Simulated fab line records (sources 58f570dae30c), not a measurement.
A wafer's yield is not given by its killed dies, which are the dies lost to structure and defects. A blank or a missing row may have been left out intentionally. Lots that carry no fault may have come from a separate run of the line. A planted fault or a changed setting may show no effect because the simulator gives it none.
Which of the tools did it? | flow berkeley cmos170 | Sampling: 14 lots, 42 wafers, 6 of 331 route steps

## WHAT THE GAUGES SHOWED, per wafer
UCB170_V1_CD_MEAS_12: target cd 700 nm. Usual: 700.1 nm for cd nm, sd 1.5.
lot  | measured     | on        | cd nm (nm)        | flag
L173 | day 7 06:24  | cd sem-01 | 697.3 696.7 700.0 |
L172 | day 7 10:11  | cd sem-02 | 702.7 701.4 701.8 |
L174 | day 7 10:44  | cd sem-02 | 699.8 700.9 699.2 |
L177 | day 8 07:13  | cd sem-01 | 701.3 700.5 701.7 |
L178 | day 8 17:25  | cd sem-02 | 699.0 699.5 698.2 |
L179 | day 9 04:10  | cd sem-02 | 700.1 700.3 700.4 |
L181 | day 9 04:28  | cd sem-02 | 701.3 700.8 701.6 |
L180 | day 9 06:02  | cd sem-01 | 702.2 701.6 701.8 |
L182 | day 9 06:18  | cd sem-02 | 696.3 697.3 698.4 |
L185 | day 10 08:59 | cd sem-01 | 701.5 700.8 701.3 |
L187 | day 10 09:17 | cd sem-01 | 702.2 701.3 699.1 |
L195 | day 11 19:25 | cd sem-01 | 698.6 700.5 700.3 |
L193 | day 11 19:50 | cd sem-02 | 700.2 701.5 700.9 |
L194 | day 11 20:06 | cd sem-02 | 698.5 697.5 699.5 |

UCB170_V1_CD_MEAS_90: target cd 700 nm. Usual: 700.3 nm for cd nm, sd 1.8.
lot  | measured     | on        | cd nm (nm)        | flag
L173 | day 7 06:50  | cd sem-01 | 697.5 698.2 699.1 |
L172 | day 7 10:37  | cd sem-01 | 703.3 701.1 701.8 |
L174 | day 7 11:10  | cd sem-01 | 700.9 700.8 700.7 |
L177 | day 8 07:38  | cd sem-02 | 702.0 700.8 702.8 |
L178 | day 8 17:51  | cd sem-01 | 700.6 698.8 700.8 |
L179 | day 9 04:49  | cd sem-02 | 700.0 702.4 702.4 |
L181 | day 9 05:11  | cd sem-02 | 700.6 701.1 700.9 |
L180 | day 9 06:29  | cd sem-01 | 702.4 701.5 702.5 |
L182 | day 9 06:44  | cd sem-02 | 695.1 696.9 697.6 |
L185 | day 10 09:26 | cd sem-02 | 702.2 698.6 700.2 |
L187 | day 10 09:47 | cd sem-02 | 702.7 703.2 698.4 |
L195 | day 11 19:51 | cd sem-01 | 698.4 699.6 700.0 |
L193 | day 11 20:16 | cd sem-01 | 701.6 701.6 702.3 |
L194 | day 11 20:32 | cd sem-02 | 697.4 696.6 698.7 |

UCB170_M2_CD_MEAS_90: target cd 700 nm. Usual: 703 nm for cd nm, sd 4.2.
lot  | measured     | on        | cd nm (nm)  | flag
L173 | day 7 09:58  | cd sem-01 | 701 696 699 |
L172 | day 7 14:12  | cd sem-01 | 709 710 711 |
L174 | day 7 14:33  | cd sem-01 | 702 698 707 |
L177 | day 8 11:32  | cd sem-02 | 699 695 696 |
L178 | day 8 20:47  | cd sem-01 | 710 711 708 |
L179 | day 9 08:23  | cd sem-02 | 703 710 701 |
L181 | day 9 09:20  | cd sem-02 | 700 706 704 |
L180 | day 9 12:06  | cd sem-01 | 700 699 699 |
L182 | day 9 12:10  | cd sem-02 | 701 708 700 |
L185 | day 10 12:56 | cd sem-01 | 707 708 701 |
L187 | day 10 13:23 | cd sem-02 | 706 702 707 |
L195 | day 11 22:52 | cd sem-01 | 703 706 702 |
L193 | day 11 22:59 | cd sem-01 | 697 702 702 |
L194 | day 11 23:23 | cd sem-02 | 696 693 695 |

UCB170_V2_BOW_MEAS_03. Usual: V2_BOW gives 38 um (standard deviation 6.2).
lot  | measured     | on            | V2_BOW (um)    | flag
L173 | day 7 10:36  | film metro-01 | 56 40 39       |
L172 | day 7 14:50  | film metro-01 | 34 45 38       |
L174 | day 7 15:11  | film metro-01 | 36 41 42       |
L177 | day 8 12:10  | film metro-03 | 46 33 31       |
L178 | day 8 21:26  | film metro-03 | 40 38 42       |
L179 | day 9 09:02  | film metro-01 | 35 34 35       |
L181 | day 9 09:58  | film metro-04 | 32 34 30       |
L180 | day 9 12:44  | film metro-03 | 38 45 39       |
L182 | day 9 12:52  | film metro-01 | 40 40 37       |
L185 | day 10 13:34 | film metro-04 | 40 35 38 - - - |
L187 | day 10 14:10 | film metro-03 | 38 33 45 - - - |
L195 | day 11 23:31 | film metro-03 | 41 28 38       |
L193 | day 11 23:49 | film metro-03 | 41 39 33       |
L194 | day 12 00:44 | film metro-01 | 35 27 48       |

UCB170_V2_THK_MEAS_04. Usual: V2_POLISHED_THK gives 999.7 nm (standard deviation 1.6).
lot  | measured     | on            | V2_POLISHED_THK (nm)                 | flag
L173 | day 7 10:43  | film metro-01 | 999.9 997.8 998.5                    |
L172 | day 7 14:56  | film metro-01 | 1000.6 999.0 999.7                   |
L174 | day 7 15:17  | film metro-01 | 1001.4 1001.4 999.8                  |
L177 | day 8 12:17  | film metro-03 | 999.8 998.0 997.7                    |
L178 | day 8 21:32  | film metro-03 | 1001.0 1000.4 1001.6                 |
L179 | day 9 09:09  | film metro-01 | 1000.0 998.4 999.4                   |
L181 | day 9 10:04  | film metro-04 | 999.4 1001.3 998.1                   |
L180 | day 9 12:50  | film metro-03 | 1000.3 1000.6 997.4                  |
L182 | day 9 12:58  | film metro-01 | 999.3 1001.3 1001.1                  |
L185 | day 10 19:43 | film metro-04 | 998.4 747.0 998.5 998.4 747.0 998.7  | OFF
L187 | day 10 17:15 | film metro-03 | 747.7 999.3 997.8 747.7 1000.0 997.9 | OFF
L195 | day 11 23:38 | film metro-03 | 999.9 1000.0 999.7                   |
L193 | day 11 23:56 | film metro-03 | 1001.3 998.9 1000.8                  |
L194 | day 12 00:50 | film metro-01 | 998.3 1001.4 998.8                   |

## TOOL THAT RAN EACH LOT (tool first, then ch and the chambers of the sampled wafers, then the start)
lot  | UCB170_V2_CMP_02
L173 | cmp-02 ch 1,2,3, day 7 10:17
L172 | cmp-01 ch 0,1, day 7 14:31
L174 | cmp-01 ch 1,2,3, day 7 15:00
L177 | cmp-02 ch 0,2,3, day 8 11:57
L178 | cmp-01 ch 2,3, day 8 21:06
L179 | cmp-02 ch 0,2,3, day 9 08:47
L181 | cmp-02 ch 0,1,2, day 9 09:44
L180 | cmp-01 ch 0,1,2, day 9 12:30
L182 | cmp-02 ch 0,2,3, day 9 12:32
L185 | cmp-01 ch 0,3, day 10 13:16
L187 | cmp-01 ch 0,3, day 10 13:52
L195 | cmp-02 ch 2,3, day 11 23:13
L193 | cmp-02 ch 1,2,3, day 11 23:31
L194 | cmp-02 ch 0,1,2, day 12 00:31
- UCB170_V2_CMP_02: polishes SiO2.

## AS READ BY THE TOOLS THEMSELVES (means over the sampled wafers that have a number; for cases with no such wafer, the mark the record gives instead)
UCB170_V2_CMP_02. Usual: 15.9 A for motor current A, sd 1.6.
lot  | tool   | motor current A (A) | flag
L173 | cmp-02 | 16.2                |
L172 | cmp-01 | 15.0                |
L174 | cmp-01 | 14.8                |
L177 | cmp-02 | 17.1                |
L178 | cmp-01 | 15.7                |
L179 | cmp-02 | 16.6                |
L181 | cmp-02 | 16.4                |
L180 | cmp-01 | 14.4                |
L182 | cmp-02 | 17.2                |
L185 | cmp-01 | 16.7                |
L187 | cmp-01 | 16.9                |
L195 | cmp-02 | 16.2                |
L193 | cmp-02 | 16.0                |
L194 | cmp-02 | 16.8                |

## THE ANSWER, worked out from the rows above alone
Rule: take the mean of a lot's wafers that have a number; if it is more than 3 standard deviations from the usual mean, the lot is off. Also off: a lot with no number at a reading for which 4 or more lots have one. Where the step has rows for the other lots, those lots are counted as sound. The gauges are gone through in route order, then the tools' own readings, and for those a lot's mean is taken as printed above. The first step at which some lot is off is used, and at that step the reading that is off furthest; a lot without a number counts as furthest.
Off: L185, L187, at UCB170_V2_THK_MEAS_04 (V2_POLISHED_THK).
A tool fits if, at a process step before that reading, it ran every lot that is off, and no sound lot after the first of them. The gauges at UCB170_V2_THK_MEAS_04 are tried like those tools. One fits: cmp-01 at UCB170_V2_CMP_02. Its last sound lot is L180 (day 9 12:30), its first lot that is off L185 (day 10 13:16): a fault that began between those two fits.

## WHAT THE SIMULATOR PUT IN
cmp-01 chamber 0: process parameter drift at UCB170_V2_CMP_02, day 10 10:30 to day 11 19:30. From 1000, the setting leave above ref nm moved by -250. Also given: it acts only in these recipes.
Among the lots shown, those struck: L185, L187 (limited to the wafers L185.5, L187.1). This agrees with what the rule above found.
